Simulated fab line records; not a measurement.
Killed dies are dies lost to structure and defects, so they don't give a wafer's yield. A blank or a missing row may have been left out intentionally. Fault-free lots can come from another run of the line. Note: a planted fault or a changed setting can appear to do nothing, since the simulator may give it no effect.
Chamber matching | flow berkeley cmos170 | UCB170_V2_CMP_02 on cmp-02: 4 sister chambers
The step polishes SiO2. 7 wafers are shown with their chamber, then 9 later ones without.

== WAFERS WITH THEIR CHAMBER ==
wafer  | chamber | motor current A (A) | slurry filter dp kPa (kPa)
L921.5 | 1       | 15.5                | 13.73
L923.3 | 1       | 15.3                | 13.48
L922.3 | 2       | 15.7                | 13.48
L924.2 | 3       | 17.3                | 13.46
L927.1 | 3       | 17.4                | 13.55
L927.3 | 0       | 14.4                | 13.41
L927.6 | 0       | 13.9                | 13.57

== WAFERS MISSING THEIR CHAMBER ==
wafer  | motor current A (A) | slurry filter dp kPa (kPa)
L929.1 | 17.5                | 13.30
L929.2 | 15.8                | 13.40
L929.5 | 17.2                | 13.32
L933.3 | 13.7                | 13.51
L933.4 | 15.2                | 13.74
L933.6 | 16.3                | 13.55
L935.2 | 17.2                | 13.71
L935.3 | 13.5                | 13.22
L935.4 | 15.3                | 13.57

== EACH ONE'S CHAMBER ==
wafer  | from the rows above          | in truth
L929.1 | 3                            | 3
L929.2 | can't be placed: 2 or 1      | 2
L929.5 | 3                            | 3
L933.3 | 0                            | 0
L933.4 | can't be placed: 1 or 2      | 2
L933.6 | can't be placed: 2 or 1 or 3 | 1
L935.2 | 3                            | 3
L935.3 | 0                            | 0
L935.4 | can't be placed: 1 or 2      | 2
Correctly placed: 5 of 9. Not placeable from these rows: 4 (in 4, the candidates include the true chamber). Number placed wrongly: 0.
How it was worked out, from the rows above alone: a wafer's distance from a chamber is the root of the sum, over the readings, of the square of ((its reading less the chamber's mean) divided by the reading's scatter). The wafer belongs to the nearest chamber; if the next one is less than 2 further off, it can't be placed. A chamber's mean is the mean of its shown wafers. The scatter: the root of (the sum of the squares of (reading less its chamber's mean) over the shown wafers, divided by (wafers less chambers)).
